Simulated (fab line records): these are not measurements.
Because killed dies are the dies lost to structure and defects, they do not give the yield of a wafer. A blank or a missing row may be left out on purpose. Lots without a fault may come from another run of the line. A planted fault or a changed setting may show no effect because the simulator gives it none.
Struck lot and sound lot, side by side -- flow rit cmos -- 44 out of 202 route steps
Sound: the wafers L895.1, L895.3, L895.6. Wafers L898.2, L898.3, L898.4 were the ones struck. The cause comes at the end.
Per side, at each step with rows, come the tool, then ch with its chambers, and then its first start. Under that, the readings that differ: sound wafers -- struck wafers -- difference of the means -- sigmas: that difference in standard deviations of wafers without a fault.
alike: readings whose means differ by less than 2 such deviations, and words and numbers that are the same on both sides. not compared: withheld readings, readings that some wafer has no value for, bounds like >300 that may hide the same value, and numbers for which the record gives no deviation and whose values overlap.
Wherever a step has rows on one side only, a row that says differs or no value, or a row with sigmas, the two part there. Numbers that don't overlap but have no deviation are shown without sigmas and don't part them. A reading missing from all wafers of one side parts the sides only when that side holds two or more wafers.

first, 4 steps without rows for these wafers: RIT_PLDD_SOFTBAKE_02 (time 60 s); RIT_PLDD_EXPOSE_03 (exposes mask M8, target cd 40900 nm); RIT_PLDD_PEB_04; RIT_PLDD_DEVELOP_05 (develop time 50 s).
RIT_PLDD_OVL_MEAS_06:
  sound: overlay-01 at day 2 23:56; struck: overlay-02 at day 3 14:22
  alike: PLDD_OVL
then, 2 steps without rows for these wafers: RIT_PLDD_HARDBAKE_07 (time 60 s); RIT_PLDD_IMPLANT_08.
RIT_PLDD_STRIP_09: strips in O2, time 180 s.
  sound on plasma asher-03 ch 0,1, day 3 00:16; struck on plasma asher-03 ch 0,1, day 3 14:42
  alike: chamber pressure mTorr, drypump motor current A, rf refl power W
  not compared: rf hours counter h
RIT_PLDD_TW_MEAS_10:
  sound: film metro-04 at day 3 00:27; struck: film metro-01 at day 3 14:53
  alike: PLDD_TW
then, 3 steps without rows for these wafers: RIT_SPACER_CLEAN_00 (cleans in SC1, time 600 s); RIT_SPACER_CLEAN_01 (cleans in dHF, time 30 s); RIT_SPACER_CLEAN_02 (cleans in SC2, time 600 s).
RIT_SPACER_CVD_03: deposits Si3N4 from SiH2Cl2/NH3, target thk 250 nm, time 3300 s.
  sound on lpcvd-02 ch 1, day 3 00:52; struck on lpcvd-02 ch 1, day 3 15:18
reading,sound,struck,difference,sigmas
sih2cl2 flow sccm (sccm),60.08 60.13 59.94,89.90 90.09 89.99,+29.94,+99 or more
model.Si3N4_of_SPACER_CVD_03.thk nm (nm),252.7 251.1 253.9,291.4 291.4 289.8,+38.3,
  alike: spike tc source C
RIT_SPACER_THK_MEAS_04:
  sound: film metro-03 at day 3 02:47; struck: film metro-04 at day 3 17:13
reading,sound,struck,difference,sigmas
SPACER_NITRIDE_THK (nm),252.8 251.2 254.0,291.2 291.5 289.8,+38.2,+16
RIT_SPACER_ETCHBACK_05: etches Si3N4 in SF6/CHF3, stops on SiO2, target depth 250 nm, time 240 s.
  sound on rie diel-01 ch 0,1,2, day 3 02:51; struck on rie diel-02 ch 1,2,3, day 3 17:16
reading,sound,struck,difference,sigmas
oes product au (a.u.),0.840 0.846 0.828,0.946 0.927 0.959,+0.106,+9
model.etch.depth nm (nm),252.7 251.1 253.9,291.4 291.4 289.8,+38.3,
  alike: chamber pressure mTorr, drypump motor current A, throttle valve pct
  not compared: rf hours counter h
then, 6 steps without rows for these wafers: RIT_NSD_HMDS_00 (prime time 60 s); RIT_NSD_COAT_01 (resist thk 1000 nm); RIT_NSD_SOFTBAKE_02 (time 60 s); RIT_NSD_EXPOSE_03 (exposes mask M9, target cd 40700 nm); RIT_NSD_PEB_04; RIT_NSD_DEVELOP_05 (develop time 50 s).
RIT_NSD_OVL_MEAS_06:
  sound: overlay-02 at day 3 03:51; struck: overlay-01 at day 3 18:20
  alike: NSD_OVL
then, 2 steps without rows for these wafers: RIT_NSD_HARDBAKE_07 (time 60 s); RIT_NSD_IMPLANT_08.
RIT_NSD_STRIP_09: strips in O2, time 180 s.
  sound on plasma asher-04 ch 0,1, day 3 04:11; struck on plasma asher-02 ch 0,1, day 3 18:49
  alike: chamber pressure mTorr, drypump motor current A, rf refl power W
  not compared: rf hours counter h
RIT_NSD_TW_MEAS_10:
  sound: film metro-01 at day 3 04:22; struck: film metro-01 at day 3 19:00
  alike: NSD_TW
then, 6 steps without rows for these wafers: RIT_PSD_HMDS_00 (prime time 60 s); RIT_PSD_COAT_01 (resist thk 1000 nm); RIT_PSD_SOFTBAKE_02 (time 60 s); RIT_PSD_EXPOSE_03 (exposes mask M10, target cd 40900 nm); RIT_PSD_PEB_04; RIT_PSD_DEVELOP_05 (develop time 50 s).
RIT_PSD_OVL_MEAS_06:
  sound: overlay-01 at day 3 05:16; struck: overlay-02 at day 3 20:02
  alike: PSD_OVL
then, 2 steps without rows for these wafers: RIT_PSD_HARDBAKE_07 (time 60 s); RIT_PSD_IMPLANT_08.
RIT_PSD_STRIP_09: strips in O2, time 180 s.
  sound on plasma asher-01 ch 0,1, day 3 05:37; struck on plasma asher-01 ch 0,1, day 3 20:22
  alike: chamber pressure mTorr, drypump motor current A, rf refl power W
  not compared: rf hours counter h
RIT_PSD_TW_MEAS_10:
  sound: film metro-04 at day 3 05:47; struck: film metro-02 at day 3 20:32
  alike: PSD_TW
then, 3 steps without rows for these wafers: RIT_SDANNEAL_CLEAN_00 (cleans in SC1, time 600 s); RIT_SDANNEAL_CLEAN_01 (cleans in dHF, time 30 s); RIT_SDANNEAL_CLEAN_02 (cleans in SC2, time 600 s).
RIT_SDANNEAL_RTA_03: time 5 s.
  sound on rtp anneal-01 ch 0, day 3 06:13; struck on rtp anneal-02 ch 0, day 3 20:59
  alike: ramp down c per s, wafer_temp_C_max
RIT_SDANNEAL_RS_MEAS_04: measures by four-point-probe.
  sound: film metro-04 at day 3 06:17; struck: film metro-01 at day 3 21:04
  alike: PSD_RS
RIT_SILICIDE_WET_ETCH_00: etches SiO2 in BOE, target depth 14 nm, time 15 s.
  sound on wet bench-04 ch 0, day 3 06:46; struck on wet bench-03 ch 0, day 3 21:31
reading,sound,struck,difference,sigmas
model.Si3N4_of_SPACER_CVD_03.thk nm (nm),196.2 196.2 197.9,227.9 227.1 225.4,+30.0,
  alike: bath heat duty pct
RIT_M1_PROBE_99:
  sound: prober-02 at day 3 13:32; struck: prober-01 at day 4 04:32
reading,sound,struck,difference,sigmas
model.etest.pplus sal.width nm (nm),3446 3454 3428,3342 3363 3369,-85,
model.etest.nplus sal.width nm (nm),3457 3421 3432,3349 3363 3374,-75,
model.etest.nmos_0p15.r on ohm um,1149 1099 1149,1013 1064 1059,-87,
model.etest.nwell pinched.rs ohm sq,339.2 338 334.8,312.9 315.2 316.7,-22.4,
model.etest.pwell pinched.rs ohm sq,461.4 457.5 456.1,433.2 429.4 428.5,-28.0,
model.etest.contact nplus.end ohm um,42.08 42.19 43.03,36.98 37.34 36.93,-5.35,
model.etest.field p metal.vt v (V),-29.18 -29.03 -29.32,-30.88 -31.1 -31.46,-1.97,
  alike: killed at contacts, killed at front end, killed dies, killed open, killed short
  not compared: model.etest.nmos_0p3.drive ua um

WHERE THEY PART
At RIT_SPACER_CVD_03 first; at RIT_SPACER_ETCHBACK_05 last (within this record only). Later steps at which nothing parts them and some readings are alike: RIT_NSD_OVL_MEAS_06, RIT_NSD_STRIP_09, RIT_NSD_TW_MEAS_10, RIT_PSD_OVL_MEAS_06, RIT_PSD_STRIP_09, RIT_PSD_TW_MEAS_10, RIT_SDANNEAL_RTA_03, RIT_SDANNEAL_RS_MEAS_04, RIT_SILICIDE_WET_ETCH_00, RIT_M1_PROBE_99.

WHY: whatever the simulator had introduced
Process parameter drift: lpcvd-02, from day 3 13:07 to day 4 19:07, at RIT_SPACER_CVD_03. Setting sih2cl2 flow sccm, moved by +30, from 60. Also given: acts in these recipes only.
